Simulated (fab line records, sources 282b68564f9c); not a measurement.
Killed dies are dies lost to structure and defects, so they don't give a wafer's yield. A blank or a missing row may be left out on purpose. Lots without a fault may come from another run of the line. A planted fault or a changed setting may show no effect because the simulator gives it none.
Which tool did it? | flow rit_cmos | 13 lots, 39 wafers sampled, at 5 steps of a route of 202

WHAT THE GAUGES READ, wafer by wafer
RIT_ACTIVE_CD_MEAS_11: target cd 1400 nm. Usual: cd_nm 1400.7 nm, standard deviation 2.6.
lot  | measured    | on        | cd_nm (nm)           | flag
L873 | day 1 15:59 | cd_sem-02 | 1398.7 1400.6 1400.2 |
L874 | day 1 19:35 | cd_sem-01 | 1399.5 1400.6 1402.0 |
L875 | day 2 01:16 | cd_sem-01 | 1399.2 1401.6 1398.7 |
L876 | day 2 05:58 | cd_sem-01 | 1404.4 1406.1 1405.3 |
L877 | day 2 12:22 | cd_sem-01 | 1400.9 1399.0 1398.0 |
L878 | day 2 15:44 | cd_sem-01 | 1401.1 1401.6 1400.7 |
L881 | day 3 06:56 | cd_sem-01 | 1399.5 1399.8 1398.0 |
L882 | day 3 12:37 | cd_sem-02 | 1397.9 1394.2 1396.8 |
L883 | day 3 17:44 | cd_sem-01 | 1403.4 1403.3 1401.1 |
L885 | day 4 02:59 | cd_sem-01 | 1400.1 1401.8 1400.5 |
L889 | day 4 23:26 | cd_sem-01 | 1379.4 1394.8 1378.8 | OFF
L891 | day 5 08:26 | cd_sem-01 | 1400.9 1402.9 1400.7 |
L896 | day 6 11:03 | cd_sem-01 | 1404.1 1402.2 1401.8 |

RIT_WELLDRIVE_RS_MEAS_02: measures by four-point-probe. Usual: PWELL_RS 429.5 ohm/sq, standard deviation 1.4.
lot  | measured    | on            | PWELL_RS (ohm/sq) | flag
L873 | day 2 07:12 | film_metro-02 | 432.7 432.0 431.5 |
L874 | day 2 11:20 | film_metro-02 | 428.5 428.1 427.7 |
L875 | day 2 16:23 | film_metro-03 | 430.5 429.5 430.4 |
L876 | day 2 21:40 | film_metro-03 | 429.3 429.3 429.2 |
L877 | day 3 02:13 | film_metro-03 | 430.5 430.4 430.5 |
L878 | day 3 11:07 | film_metro-02 | 429.9 430.8 429.8 |
L881 | day 3 23:40 | film_metro-02 | 426.6 428.2 426.6 |
L882 | day 4 04:43 | film_metro-01 | 427.2 426.6 426.4 |
L883 | day 4 08:38 | film_metro-01 | 430.0 431.5 429.8 |
L885 | day 4 19:05 | film_metro-03 | 429.0 429.6 429.4 |
L889 | day 5 14:14 | film_metro-01 | 429.8 428.1 428.0 |
L891 | day 6 01:07 | film_metro-01 | 431.3 431.5 431.7 |
L896 | day 7 00:35 | film_metro-03 | 432.7 432.0 431.4 |

RIT_PRETRO_OVL_MEAS_06. Usual: PRETRO_OVL 0.9 nm, standard deviation 1.4.
lot  | measured    | on         | PRETRO_OVL (nm) | flag
L873 | day 2 10:00 | overlay-02 | 1.0 -0.7 -0.2   |
L874 | day 2 14:07 | overlay-02 | 2.0 0.0 2.0     |
L875 | day 2 19:10 | overlay-02 | 2.3 0.8 0.4     |
L876 | day 3 05:19 | overlay-01 | 2.1 4.6 3.3     |
L877 | day 3 07:22 | overlay-01 | 1.8 1.9 1.7     |
L878 | day 3 13:59 | overlay-01 | -1.3 0.3 -0.8   |
L881 | day 4 02:22 | overlay-02 | -1.4 -1.7 0.1   |
L882 | day 4 07:17 | overlay-02 | 2.4 3.0 2.4     |
L883 | day 4 11:19 | overlay-02 | 3.1 3.6 0.9     |
L885 | day 4 22:04 | overlay-01 | -0.6 1.0 -0.2   |
L889 | day 5 16:53 | overlay-01 | 2.0 2.2 0.7     |
L891 | day 6 03:48 | overlay-02 | 1.8 1.7 1.4     |
L896 | day 7 03:52 | overlay-02 | 0.0 -0.9 -1.3   |

WHICH TOOL RAN EACH LOT (tool, then ch and the chambers of the sampled wafers, then the start)
lot  | RIT_ACTIVE_EXPOSE_08               | RIT_NWELL_STRIP_09
L873 | iline_stepper-01 ch 0, day 1 15:35 | plasma_asher-03 ch 0,1, day 2 00:05
L874 | iline_stepper-02 ch 0, day 1 19:11 | plasma_asher-01 ch 0,1, day 2 03:47
L875 | iline_stepper-02 ch 0, day 2 00:52 | plasma_asher-03 ch 0,1, day 2 08:38
L876 | iline_stepper-01 ch 0, day 2 05:34 | plasma_asher-01 ch 0,1, day 2 13:41
L877 | iline_stepper-02 ch 0, day 2 11:58 | plasma_asher-02 ch 0,1, day 2 18:43
L878 | iline_stepper-02 ch 0, day 2 15:20 | plasma_asher-01 ch 0,1, day 2 22:36
L881 | iline_stepper-01 ch 0, day 3 06:17 | plasma_asher-02 ch 0,1, day 3 15:29
L882 | iline_stepper-02 ch 0, day 3 12:13 | plasma_asher-03 ch 0,1, day 3 20:37
L883 | iline_stepper-02 ch 0, day 3 17:20 | plasma_asher-02 ch 0,1, day 4 00:47
L885 | iline_stepper-02 ch 0, day 4 02:35 | plasma_asher-02 ch 0,1, day 4 11:52
L889 | iline_stepper-02 ch 0, day 4 23:02 | plasma_asher-01 ch 0,1, day 5 06:52
L891 | iline_stepper-01 ch 0, day 5 08:02 | plasma_asher-01 ch 0,1, day 5 17:10
L896 | iline_stepper-01 ch 0, day 6 10:39 | plasma_asher-01 ch 0,1, day 6 17:35
- RIT_ACTIVE_EXPOSE_08: exposes mask M1, target cd 1400 nm.
- RIT_NWELL_STRIP_09: strips in O2, time 180 s.

WHAT THE TOOLS THEMSELVES READ (means of the sampled wafers that have a number; where no wafer has one, the mark that the record gives instead)
RIT_ACTIVE_EXPOSE_08. Usual: exposure_dose_mJ_cm2 224.95, standard deviation 0.21.
lot  | tool             | exposure_dose_mJ_cm2 | flag
L873 | iline_stepper-01 | 224.86               |
L874 | iline_stepper-02 | 225.07               |
L875 | iline_stepper-02 | 225.12               |
L876 | iline_stepper-01 | 224.92               |
L877 | iline_stepper-02 | 225.05               |
L878 | iline_stepper-02 | 224.70               |
L881 | iline_stepper-01 | 224.77               |
L882 | iline_stepper-02 | 224.92               |
L883 | iline_stepper-02 | 225.14               |
L885 | iline_stepper-02 | 224.76               |
L889 | iline_stepper-02 | 223.44               | OFF
L891 | iline_stepper-01 | 224.90               |
L896 | iline_stepper-01 | 224.99               |

RIT_NWELL_STRIP_09. Usual: drypump_motor_current_A 5.7 A, standard deviation 0.36.
lot  | tool            | drypump_motor_current_A (A) | flag
L873 | plasma_asher-03 | 5.3                         |
L874 | plasma_asher-01 | 6.0                         |
L875 | plasma_asher-03 | 5.4                         |
L876 | plasma_asher-01 | 5.7                         |
L877 | plasma_asher-02 | 5.7                         |
L878 | plasma_asher-01 | 5.8                         |
L881 | plasma_asher-02 | 5.7                         |
L882 | plasma_asher-03 | 5.3                         |
L883 | plasma_asher-02 | 5.7                         |
L885 | plasma_asher-02 | 5.7                         |
L889 | plasma_asher-01 | 6.0                         |
L891 | plasma_asher-01 | 6.0                         |
L896 | plasma_asher-01 | 6.0                         |

THE ANSWER, worked out from the rows above alone
Rule: a lot is off if the mean of its wafers that have a number lies more than 3 standard deviations from the usual mean. A lot without any number at a reading at which 4 lots or more have one is off too. The other lots that the step has rows for count as sound. The gauges are gone through in route order, then the tools' own readings, and for those a lot's mean is taken as printed above. The first step at which some lot is off is used, and at that step the reading that is off furthest; a lot without a number counts as furthest.
Off: L889, at RIT_ACTIVE_CD_MEAS_11 (cd_nm).
A tool fits if, at a process step before that reading, it ran every lot that is off, and no sound lot after the first of them. The gauges at RIT_ACTIVE_CD_MEAS_11 aren't tried: what is off there is off at RIT_ACTIVE_EXPOSE_08 too, on other tools, and a gauge's error can't cause that. One fits: iline_stepper-02 at RIT_ACTIVE_EXPOSE_08. Its last sound lot is L885 (day 4 02:35), its first lot that is off L889 (day 4 23:02): a fault that began between those two fits.
The tool's own readings at RIT_ACTIVE_EXPOSE_08 bear it out: on the lots that are off they differ by more than 5 times the standard deviation of the sound lots' means. exposure_dose_mJ_cm2 reads 223.44 there against 224.93 on the sound lots.

WHAT THE SIMULATOR HAD PUT IN
Process parameter drift: iline_stepper-02, from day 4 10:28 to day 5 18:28, at RIT_ACTIVE_EXPOSE_08. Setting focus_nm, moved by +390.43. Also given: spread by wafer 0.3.
Lots struck among those shown: L889. The rule above found the same.
